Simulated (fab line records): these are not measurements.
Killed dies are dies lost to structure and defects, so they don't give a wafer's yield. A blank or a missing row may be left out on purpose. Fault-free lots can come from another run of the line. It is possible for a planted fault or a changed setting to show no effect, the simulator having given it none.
The tool behind it: which one? ; flow berkeleyCmos170 ; Sampling: 14 lots, 42 wafers, 3 of 331 route steps

== WHAT THE GAUGES READ, wafer by wafer ==
UCB170_V2_OVL_MEAS_13.
lot;measured;on;V2_OVL (nm)
L852;day 8 22:29;overlay-02;5 7 0
L854;day 8 20:51;overlay-02;8 11 14
L857;day 11 10:09;overlay-02;8 5 10
L858;day 11 08:56;overlay-02;-3 8 10
L859;day 11 08:46;overlay-01;15 13 10
L860;day 11 08:14;overlay-02;8 11 5
L861;day 11 10:46;overlay-02;8 8 11
L866;day 12 09:19;overlay-01;6 14 5
L867;day 12 17:13;overlay-01;6 15 13
L868;day 12 20:16;overlay-02;7 13 9
L870;day 13 01:17;overlay-02;4 11 9
L871;day 13 09:08;overlay-02;1 7 2
L872;day 13 13:46;overlay-02;4 3 3
L874;day 13 15:27;overlay-01;1 7 2

== TOOL THAT RAN EACH LOT (tool first, then ch and the chambers of the sampled wafers, then the start) ==
lot;UCB170_ACTIVE_OXIDATION_02;UCB170_M2_ETCH_17
L852;furnace-04 ch 0, day 4 10:15;rieDiel-04 ch 1,2,3, day 8 20:11
L854;furnace-04 ch 0, day 4 16:42;rieDiel-02 ch 0,2, day 8 18:34
L857;furnace-02 ch 0, day 6 01:48;rieDiel-04 ch 1,2, day 11 04:17
L858;furnace-02 ch 0, day 6 01:48;rieDiel-01 ch 0,2,3, day 11 02:28
L859;furnace-02 ch 0, day 6 01:48;rieDiel-04 ch 1,2,3, day 11 02:44
L860;furnace-01 ch 0, day 6 12:12;rieDiel-01 ch 0,2,3, day 11 03:34
L861;furnace-01 ch 0, day 6 12:12;rieDiel-01 ch 0,2, day 11 04:51
L866;furnace-01 ch 0, day 7 07:26;rieDiel-04 ch 0,2, day 12 04:45
L867;furnace-01 ch 0, day 7 21:12;rieDiel-02 ch 0,2,3, day 12 14:26
L868;furnace-01 ch 0, day 7 21:12;rieDiel-02 ch 0,1,3, day 12 17:43
L870;furnace-02 ch 0, day 8 08:26;rieDiel-02 ch 1,2,3, day 12 22:31
L871;furnace-02 ch 0, day 8 22:28;rieDiel-04 ch 0,3, day 13 06:23
L872;furnace-02 ch 0, day 8 22:28;rieDiel-01 ch 1,3, day 13 11:07
L874;furnace-02 ch 0, day 8 22:28;rieDiel-02 ch 3, day 13 12:49
- UCB170_ACTIVE_OXIDATION_02: target thk 26.4 nm, ox time 1260 s.
- UCB170_M2_ETCH_17: etches BARC in N2/H2.

== AS READ BY THE TOOLS THEMSELVES (means over the sampled wafers that have a number; for cases with no such wafer, the mark the record gives instead) ==
UCB170_ACTIVE_OXIDATION_02.
lot;tool;oxTempC (C);zonePowerCentrePct (%)
L852;furnace-04;1000.2;46.7
L854;furnace-04;999.8;46.7
L857;furnace-02;999.5;46.3
L858;furnace-02;1000.0;46.5
L859;furnace-02;1000.0;46.6
L860;furnace-01;1000.1;49.0
L861;furnace-01;1000.4;48.5
L866;furnace-01;999.6;49.1
L867;furnace-01;999.9;49.0
L868;furnace-01;999.6;49.1
L870;furnace-02;1000.2;46.2
L871;furnace-02;999.7;46.6
L872;furnace-02;1000.0;46.5
L874;furnace-02;1000.1;46.4

UCB170_M2_ETCH_17.
lot;tool;chamberPressureMTorr (mTorr);drypumpMotorCurrentA (A);oesProductAu (a.u.);throttleValvePct (%)
L852;rieDiel-04;30.005;5.2;1.002;13.33
L854;rieDiel-02;30.034;5.8;0.991;13.39
L857;rieDiel-04;30.003;5.1;1.009;13.33
L858;rieDiel-01;30.014;5.6;1.005;13.37
L859;rieDiel-04;30.029;5.2;1.002;13.32
L860;rieDiel-01;30.030;5.7;1.008;13.37
L861;rieDiel-01;29.995;5.5;1.000;13.29
L866;rieDiel-04;30.015;6.0;1.016;13.29
L867;rieDiel-02;30.002;5.7;0.990;13.39
L868;rieDiel-02;30.030;5.6;1.019;13.34
L870;rieDiel-02;30.021;5.6;1.019;13.37
L871;rieDiel-04;30.009;5.7;1.014;13.30
L872;rieDiel-01;30.011;5.5;1.024;13.37
L874;rieDiel-02;30.011;5.6;1.009;13.35

== THE ANSWER, worked out from the rows above alone ==
Rule: the usual values come from the lots themselves. Put in order of their means at a reading, lots are off if they are a third of the lots or fewer, leave a main group of 4 or more, and stand apart from it by a gap of 3 or more times the standard deviation of the main group's means; of several such gaps the widest counts. The tables above print the reading to a certain number of digits; a main group whose means all agree to those digits is not used. Also off: a lot with no number at a reading for which 4 or more lots have one. Where the step has rows for the other lots, those lots are counted as sound. After the gauges, taken in route order, come the tools' own readings; for these a lot's mean is taken, as printed above. The first step at which some lot is off is used, and at that step the reading that is off furthest; a lot without a number counts as furthest.
Across all readings shown, no lot is off: no conclusion can be drawn from this.

== WHAT THE SIMULATOR HAD PUT IN ==
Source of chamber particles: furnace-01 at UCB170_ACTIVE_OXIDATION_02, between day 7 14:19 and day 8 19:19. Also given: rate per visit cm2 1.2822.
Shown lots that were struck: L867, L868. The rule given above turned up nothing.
